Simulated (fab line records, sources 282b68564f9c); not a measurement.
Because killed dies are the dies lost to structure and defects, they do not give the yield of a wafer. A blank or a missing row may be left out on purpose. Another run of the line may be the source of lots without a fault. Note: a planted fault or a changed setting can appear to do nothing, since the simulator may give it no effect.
fab line records || flow ritCmos
record {"lots": 14, "wafers": 42, "lastDay": 6}
route steps=202 shown PLDD@116 M1@202
lots that met no fault: taken from a fault-free run of the same line
startH: start of the lot's first displayed wafer, in hours after the record's first day || waitH: time in hours since the lot's previous step || " same as the row above || L1.1+2: several wafers, shown together as one row || - no value, or no start given || * or withheld: withheld || < > ~ a bound
route shown NAME@n: NAME is a module with steps in the file, n the number in the route of the first one || usual: mean/standard deviation taken from wafers without a fault || same: alike in all rows || chamber/n: place in a boat || sites: each site's reading || _std_site: the standard deviation of these || _edge_site: the outer-site mean with the inner-site mean subtracted || radiusMm: for every site, how far away it sits from the centre of the wafer || mask NAME#n: copy n || behind: tool/chamber where the wafer was last shaped || hold: reason for holding the lot/hours on hold/outcome of the hold || device: the n, p or np transistor that did not switch || end of line: tests of these same wafers at the route's end || for a step that has no rows: nothing shown but its recipe || killed: the dies lost at the first sort to structure and to defects; this is not the yield of the wafer || map: dies across one wafer; x = killed, . = not, _ = none there
set.NAME: the run value of the setting; set.NAME@STEP: its run value at that earlier step || model.NAME: the simulator's own value behind a step, which no gauge read
route steps across a sampled set of lots; one table per step, one row per wafer
## steps
# step RIT_PLDD_SOFTBAKE_02
# recipe {"resist": "NOVOLAK", "tempC": 90, "timeS": 60}
# usual {"runLengthS": "88.97/0.14"}
{"lot.wafer": "L889.2", "tool": "lithoTrack-04", "chamber": 0, "startH": 45.04, "waitH": 0.1, "runLengthS": 88.94}
{"lot.wafer": "L889.4", "tool": "lithoTrack-04", "chamber": 0, "startH": 45.04, "waitH": 0.1, "runLengthS": 88.74}
{"lot.wafer": "L889.6", "tool": "lithoTrack-04", "chamber": 0, "startH": 45.04, "waitH": 0.1, "runLengthS": 88.98}
{"lot.wafer": "L890.2", "tool": "lithoTrack-02", "chamber": 0, "startH": 51.35, "waitH": 0.1, "runLengthS": 89.21}
{"lot.wafer": "L890.3", "tool": "lithoTrack-02", "chamber": 0, "startH": 51.35, "waitH": 0.1, "runLengthS": 88.90}
{"lot.wafer": "L890.5", "tool": "lithoTrack-02", "chamber": 0, "startH": 51.35, "waitH": 0.1, "runLengthS": 88.86}
{"lot.wafer": "L891.1", "tool": "lithoTrack-04", "chamber": 0, "startH": 53.83, "waitH": 0.1, "runLengthS": 88.70}
{"lot.wafer": "L891.3", "tool": "lithoTrack-04", "chamber": 0, "startH": 53.83, "waitH": 0.1, "runLengthS": 88.78}
{"lot.wafer": "L891.4", "tool": "lithoTrack-04", "chamber": 0, "startH": 53.83, "waitH": 0.1, "runLengthS": 88.71}
{"lot.wafer": "L894.2", "tool": "lithoTrack-04", "chamber": 0, "startH": 72.09, "waitH": 0.1, "runLengthS": 88.90}
{"lot.wafer": "L894.3", "tool": "lithoTrack-04", "chamber": 0, "startH": 72.09, "waitH": 0.1, "runLengthS": 88.99}
{"lot.wafer": "L894.5", "tool": "lithoTrack-04", "chamber": 0, "startH": 72.09, "waitH": 0.1, "runLengthS": 88.83}
{"lot.wafer": "L895.1", "tool": "lithoTrack-02", "chamber": 0, "startH": 73.98, "waitH": 0.1, "runLengthS": 88.91}
{"lot.wafer": "L895.2", "tool": "lithoTrack-02", "chamber": 0, "startH": 73.98, "waitH": 0.1, "runLengthS": 88.97}
{"lot.wafer": "L895.4", "tool": "lithoTrack-02", "chamber": 0, "startH": 73.98, "waitH": 0.1, "runLengthS": 88.91}
{"lot.wafer": "L896.2", "tool": "lithoTrack-02", "chamber": 0, "startH": 83.34, "waitH": 0.1, "runLengthS": 88.84}
{"lot.wafer": "L896.3", "tool": "lithoTrack-02", "chamber": 0, "startH": 83.34, "waitH": 0.1, "runLengthS": 88.88}
{"lot.wafer": "L896.6", "tool": "lithoTrack-02", "chamber": 0, "startH": 83.34, "waitH": 0.1, "runLengthS": 89.04}
{"lot.wafer": "L897.1", "tool": "lithoTrack-02", "chamber": 0, "startH": 87.25, "waitH": 0.1, "runLengthS": 89.12}
{"lot.wafer": "L897.2", "tool": "lithoTrack-02", "chamber": 0, "startH": 87.25, "waitH": 0.1, "runLengthS": 89.16}
{"lot.wafer": "L897.3", "tool": "lithoTrack-02", "chamber": 0, "startH": 87.25, "waitH": 0.1, "runLengthS": 88.83}
{"lot.wafer": "L898.2", "tool": "lithoTrack-03", "chamber": 0, "startH": 94.63, "waitH": 0.1, "runLengthS": 88.95}
{"lot.wafer": "L898.5", "tool": "lithoTrack-03", "chamber": 0, "startH": 94.63, "waitH": 0.1, "runLengthS": 89.04}
{"lot.wafer": "L898.6", "tool": "lithoTrack-03", "chamber": 0, "startH": 94.63, "waitH": 0.1, "runLengthS": 88.87}
{"lot.wafer": "L900.1", "tool": "lithoTrack-03", "chamber": 0, "startH": 102.36, "waitH": 0.1, "runLengthS": 88.91}
{"lot.wafer": "L900.2", "tool": "lithoTrack-03", "chamber": 0, "startH": 102.36, "waitH": 0.1, "runLengthS": 89.09}
{"lot.wafer": "L900.5", "tool": "lithoTrack-03", "chamber": 0, "startH": 102.36, "waitH": 0.1, "runLengthS": 88.91}
{"lot.wafer": "L901.4", "tool": "lithoTrack-02", "chamber": 0, "startH": 107.32, "waitH": 0.1, "runLengthS": 88.87}
{"lot.wafer": "L901.5", "tool": "lithoTrack-02", "chamber": 0, "startH": 107.32, "waitH": 0.1, "runLengthS": 88.85}
{"lot.wafer": "L901.6", "tool": "lithoTrack-02", "chamber": 0, "startH": 107.32, "waitH": 0.1, "runLengthS": 88.91}
{"lot.wafer": "L902.3", "tool": "lithoTrack-04", "chamber": 0, "startH": 112.40, "waitH": 0.1, "runLengthS": 88.83}
{"lot.wafer": "L902.4", "tool": "lithoTrack-04", "chamber": 0, "startH": 112.40, "waitH": 0.1, "runLengthS": 88.91}
{"lot.wafer": "L902.5", "tool": "lithoTrack-04", "chamber": 0, "startH": 112.40, "waitH": 0.1, "runLengthS": 88.93}
{"lot.wafer": "L904.2", "tool": "lithoTrack-03", "chamber": 0, "startH": 120.50, "waitH": 0.1, "runLengthS": 97.36}
{"lot.wafer": "L904.3", "tool": "lithoTrack-03", "chamber": 0, "startH": 120.50, "waitH": 0.1, "runLengthS": 97.51}
{"lot.wafer": "L904.5", "tool": "lithoTrack-03", "chamber": 0, "startH": 120.50, "waitH": 0.1, "runLengthS": 97.39}
{"lot.wafer": "L905.1", "tool": "lithoTrack-04", "chamber": 0, "startH": 124.25, "waitH": 0.1, "runLengthS": 88.89}
{"lot.wafer": "L905.3", "tool": "lithoTrack-04", "chamber": 0, "startH": 124.25, "waitH": 0.1, "runLengthS": 89.04}
{"lot.wafer": "L905.6", "tool": "lithoTrack-04", "chamber": 0, "startH": 124.25, "waitH": 0.1, "runLengthS": 88.82}
{"lot.wafer": "L906.1", "tool": "lithoTrack-03", "chamber": 0, "startH": 132.31, "waitH": 0.1, "runLengthS": 97.26}
{"lot.wafer": "L906.3", "tool": "lithoTrack-03", "chamber": 0, "startH": 132.31, "waitH": 0.1, "runLengthS": 97.18}
{"lot.wafer": "L906.4", "tool": "lithoTrack-03", "chamber": 0, "startH": 132.31, "waitH": 0.1, "runLengthS": 97.26}
# step RIT_M1_PROBE_99
# usual {"killedAtContacts": "0.1/0.3", "killedAtFrontEnd": "6.9/2.9", "killedDies": "7.0/2.9", "killedOnRim": "1.8/1.4", "killedOpen": "3.3/2", "killedShort": "3.7/2"}
# same {"grossDies": 264, "killed_at_M0_to_M3": 0, "killed_at_M4_up": 0, "killedAtBackSide": 0, "killedAtOther": 0}
{"lot.wafer": "L894.2", "tool": "prober-02", "chamber": "-", "startH": 86.36, "waitH": 0.1, "killedAtContacts": 1, "killedAtFrontEnd": 6, "killedDies": 7, "killedOnRim": 4, "killedOpen": 3, "killedShort": 4}
{"lot.wafer": "L894.3", "tool": "prober-02", "chamber": "-", "startH": 86.41, "waitH": 0.2, "killedAtContacts": 0, "killedAtFrontEnd": 2, "killedDies": 2, "killedOnRim": 0, "killedOpen": 0, "killedShort": 2}
{"lot.wafer": "L894.5", "tool": "prober-02", "chamber": "-", "startH": 86.51, "waitH": 0.2, "killedAtContacts": 0, "killedAtFrontEnd": 8, "killedDies": 8, "killedOnRim": 2, "killedOpen": 2, "killedShort": 6}
{"lot.wafer": "L895.1", "tool": "prober-01", "chamber": "-", "startH": 88.48, "waitH": 0.1, "killedAtContacts": 0, "killedAtFrontEnd": 8, "killedDies": 8, "killedOnRim": 2, "killedOpen": 4, "killedShort": 4}
{"lot.wafer": "L895.2", "tool": "prober-01", "chamber": "-", "startH": 88.53, "waitH": 0.1, "killedAtContacts": 0, "killedAtFrontEnd": 6, "killedDies": 6, "killedOnRim": 2, "killedOpen": 2, "killedShort": 4}
{"lot.wafer": "L895.4", "tool": "prober-01", "chamber": "-", "startH": 88.63, "waitH": 0.2, "killedAtContacts": 1, "killedAtFrontEnd": 12, "killedDies": 13, "killedOnRim": 3, "killedOpen": 10, "killedShort": 3}
{"lot.wafer": "L898.2", "tool": "prober-02", "chamber": "-", "startH": 109.42, "waitH": 0.1, "killedAtContacts": 0, "killedAtFrontEnd": 5, "killedDies": 5, "killedOnRim": 3, "killedOpen": 3, "killedShort": 2}
{"lot.wafer": "L898.5", "tool": "prober-02", "chamber": "-", "startH": 109.57, "waitH": 0.2, "killedAtContacts": 0, "killedAtFrontEnd": 10, "killedDies": 10, "killedOnRim": 3, "killedOpen": 2, "killedShort": 8}
{"lot.wafer": "L898.6", "tool": "prober-02", "chamber": "-", "startH": 109.62, "waitH": 0.2, "killedAtContacts": 0, "killedAtFrontEnd": 10, "killedDies": 10, "killedOnRim": 4, "killedOpen": 3, "killedShort": 7}
{"lot.wafer": "L902.3", "tool": "prober-01", "chamber": "-", "startH": 127.26, "waitH": 0.2, "killedAtContacts": 0, "killedAtFrontEnd": 7, "killedDies": 7, "killedOnRim": 3, "killedOpen": 4, "killedShort": 3}
{"lot.wafer": "L902.4", "tool": "prober-01", "chamber": "-", "startH": 127.31, "waitH": 0.2, "killedAtContacts": 0, "killedAtFrontEnd": 8, "killedDies": 8, "killedOnRim": 3, "killedOpen": 5, "killedShort": 3}
{"lot.wafer": "L902.5", "tool": "prober-01", "chamber": "-", "startH": 127.36, "waitH": 0.2, "killedAtContacts": 0, "killedAtFrontEnd": 5, "killedDies": 5, "killedOnRim": 3, "killedOpen": 4, "killedShort": 1}
{"lot.wafer": "L905.1", "tool": "prober-02", "chamber": "-", "startH": 139.78, "waitH": 0.1, "killedAtContacts": 0, "killedAtFrontEnd": 4, "killedDies": 4, "killedOnRim": 0, "killedOpen": 2, "killedShort": 2}
{"lot.wafer": "L905.3", "tool": "prober-02", "chamber": "-", "startH": 139.88, "waitH": 0.2, "killedAtContacts": 0, "killedAtFrontEnd": 5, "killedDies": 5, "killedOnRim": 0, "killedOpen": 0, "killedShort": 5}
{"lot.wafer": "L905.6", "tool": "prober-02", "chamber": "-", "startH": 140.03, "waitH": 0.2, "killedAtContacts": 0, "killedAtFrontEnd": 3, "killedDies": 3, "killedOnRim": 1, "killedOpen": 1, "killedShort": 2}
# killed by level:class
L894.2 REOX:geometricParticle:short=2 FOX1:geometricParticle:open=1 GATE:geometricParticle:open=1 SPACER:geometricParticle:open=1 SILICIDE:geometricParticle:short=1 CONTACT:geometricParticle:short=1
L894.3 GATE:geometricParticle:short=1 REOX:geometricParticle:short=1
L894.5 GATE:geometricParticle:short=3 FOX1:geometricParticle:short=1 FOX2:geometricParticle:open=1 FOX2:geometricParticle:short=1 SPACER:geometricParticle:short=1 SPACER:geometricParticle:open=1
L895.1 GATE:geometricParticle:short=2 REOX:geometricParticle:open=2 FOX2:geometricParticle:open=1 REOX:geometricParticle:short=1 SILICIDE:geometricParticle:short=1 SILICIDE:geometricParticle:open=1
L895.2 REOX:geometricParticle:short=3 FOX1:geometricParticle:open=1 FOX1:geometricParticle:short=1 REOX:geometricParticle:open=1
L895.4 SILICIDE:geometricParticle:open=4 SPACER:geometricParticle:open=2 FOX1:geometricParticle:open=1 FOX1:geometricParticle:short=1 FOX2:geometricParticle:short=1 GATE:geometricParticle:open=1 REOX:geometricParticle:open=1 SILICIDE:geometricParticle:short=1
L898.2 GATE:geometricParticle:open=3 GATE:geometricParticle:short=2
L898.5 GATE:geometricParticle:short=4 FOX1:geometricParticle:short=2 FOX1:geometricParticle:open=1 REOX:geometricParticle:short=1 SPACER:geometricParticle:short=1 SPACER:geometricParticle:open=1
L898.6 REOX:geometricParticle:short=3 GATE:geometricParticle:short=2 SILICIDE:geometricParticle:short=2 GATE:geometricParticle:open=1 SPACER:geometricParticle:open=1 SILICIDE:geometricParticle:open=1
L902.3 GATE:geometricParticle:open=3 GATE:geometricParticle:short=1 REOX:geometricParticle:short=1 REOX:geometricParticle:open=1 SILICIDE:geometricParticle:short=1
L902.4 GATE:geometricParticle:short=2 GATE:geometricParticle:open=2 FOX1:geometricParticle:short=1 FOX1:geometricParticle:open=1 REOX:geometricParticle:open=1 SILICIDE:geometricParticle:open=1
L902.5 FOX2:geometricParticle:open=2 GATE:geometricParticle:open=1 REOX:geometricParticle:short=1 SILICIDE:geometricParticle:open=1
L905.1 FOX2:geometricParticle:short=1 FOX2:geometricParticle:open=1 GATE:geometricParticle:open=1 SILICIDE:geometricParticle:short=1
L905.3 GATE:geometricParticle:short=3 FOX1:geometricParticle:short=1 FOX2:geometricParticle:short=1
L905.6 SPACER:geometricParticle:short=2 GATE:geometricParticle:open=1
## key
firstSign {"step": "RIT_PLDD_SOFTBAKE_02", "reading": "runLengthS", "direction": "up", "sigmas": 60, "usual": "*", "struck": "*"}
effect none on later readings
metAt RIT_PLDD_SOFTBAKE_02
struckLots L904,L906
testerLeftOut L904,L906
onsetBetween 102.36 120.50
fault {"kind": "processParameterDrift", "tool": "lithoTrack-03", "chamber": "-", "onsetH": 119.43, "steps": "RIT_PLDD_SOFTBAKE_02", "channel": "timeS", "offset": "*", "shape": "step", "endH": 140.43, "actsIn": "*", "stated": "*"}
# testerLeftOut: of these lots the tester's yield and bins aren't shown, on N5 and GAA mostly nor the transistor test; their killed dies are dies lost to structure and defects alone, not to doping, threshold or leakage, so they don't give the yield
